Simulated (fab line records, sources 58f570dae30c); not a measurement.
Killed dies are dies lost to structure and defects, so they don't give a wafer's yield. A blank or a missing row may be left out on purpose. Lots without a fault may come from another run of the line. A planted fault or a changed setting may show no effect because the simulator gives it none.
Split-lot experiment | flow berkeley_cmos170 | 5 lots, 23 wafers read, on a route of 331 steps

THE SPLIT
At UCB170_PWELL_CVD_05 (deposits Si3N4 from SiH2Cl2/NH3, target thk 220 nm, time 3300 s), the setting time_s was moved away from the recipe's 3300 s on 10 of the 23 wafers read, by -4.8% to +9.8%. The other wafers ran this setting at the recipe's value.

The file shows no step between the split and the reading.

THE READING
PWELL_NITRIDE_THK, in nm, at UCB170_PWELL_THK_MEAS_06. Fault-free wafers of this fab line usually give 219.0 nm, standard deviation 1.5 nm.

wafer  | tool, chamber at the split | time_s as run, s | against the recipe | PWELL_NITRIDE_THK, nm | against lot-mates on the recipe
L075.1 | -, -                       | 3300             | recipe             | 217.0                 | -
L075.2 | -, -                       | 3300             | recipe             | 219.0                 | -
L075.3 | -, -                       | 3300             | recipe             | 218.7                 | -
L075.4 | -, -                       | 3300             | recipe             | 217.7                 | -
L075.5 | -, -                       | 3300             | recipe             | 218.9                 | -
L074.1 | -, -                       | 3300             | recipe             | 220.5                 | -
L074.2 | -, -                       | 3300             | recipe             | 220.6                 | -
L074.3 | -, -                       | 3300             | recipe             | 220.6                 | -
L074.4 | -, -                       | 3300             | recipe             | 221.6                 | -
L074.5 | -, -                       | 3300             | recipe             | 220.5                 | -
L077.1 | -, -                       | 3625             | +9.8%              | 240.8                 | no lot-mate on the recipe
L077.2 | -, -                       | 3625             | +9.8%              | 240.9                 | no lot-mate on the recipe
L077.3 | -, -                       | 3625             | +9.8%              | 241.2                 | no lot-mate on the recipe
L077.4 | -, -                       | 3625             | +9.8%              | 240.8                 | no lot-mate on the recipe
L077.5 | -, -                       | 3625             | +9.8%              | 240.8                 | no lot-mate on the recipe
L084.1 | -, -                       | 3143             | -4.8%              | 205.5                 | no lot-mate on the recipe
L084.2 | -, -                       | 3143             | -4.8%              | 204.9                 | no lot-mate on the recipe
L084.4 | -, -                       | 3143             | -4.8%              | 207.6                 | no lot-mate on the recipe
L084.5 | -, -                       | 3143             | -4.8%              | 207.9                 | no lot-mate on the recipe
L084.6 | -, -                       | 3143             | -4.8%              | 206.0                 | no lot-mate on the recipe
L085.1 | lpcvd-01, 0                | 3300             | recipe             | 219.4                 | -
L085.2 | lpcvd-01, 0                | 3300             | recipe             | 220.3                 | -
L085.4 | lpcvd-01, 0                | 3300             | recipe             | 219.9                 | -

THE FIT
A straight line over all 23 wafers: PWELL_NITRIDE_THK changes by +2.31 nm for each +1% of time_s; r = +0.99; the points scatter about the line by 1.5 nm.
Too few moved wafers have a lot-mate on the recipe to fit a line with each lot's own level taken away.

THE WHOLE CHAIN: every reading that the file lists as answering this split, in the file's order
step                     | what it does                                                               | reading                                                                       | change (the file's fit)             | r (the file's)
UCB170_PWELL_CVD_05      | deposits Si3N4 from SiH2Cl2/NH3, target thk 220 nm, time 3300 s            | Si3N4_of_PWELL_CVD_05.thk_nm (the simulator's own value, which no gauge read) | +2.3 nm for each +1% of the setting | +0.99
UCB170_PWELL_THK_MEAS_06 |                                                                            | PWELL_NITRIDE_THK                                                             | +2.31 for each +1% of the setting   | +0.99
UCB170_PWELL_ETCH_14     | etches Si3N4 in CH3F/Ar/O2, stops on SiO2, target depth 242 nm, time 151 s | etch.depth_nm (the simulator's own value, which no gauge read)                | +2.3 nm for each +1% of the setting | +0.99

THE FILE'S OWN FIT
PWELL_NITRIDE_THK changes by +2.31 nm for each +1% of time_s, r = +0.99.
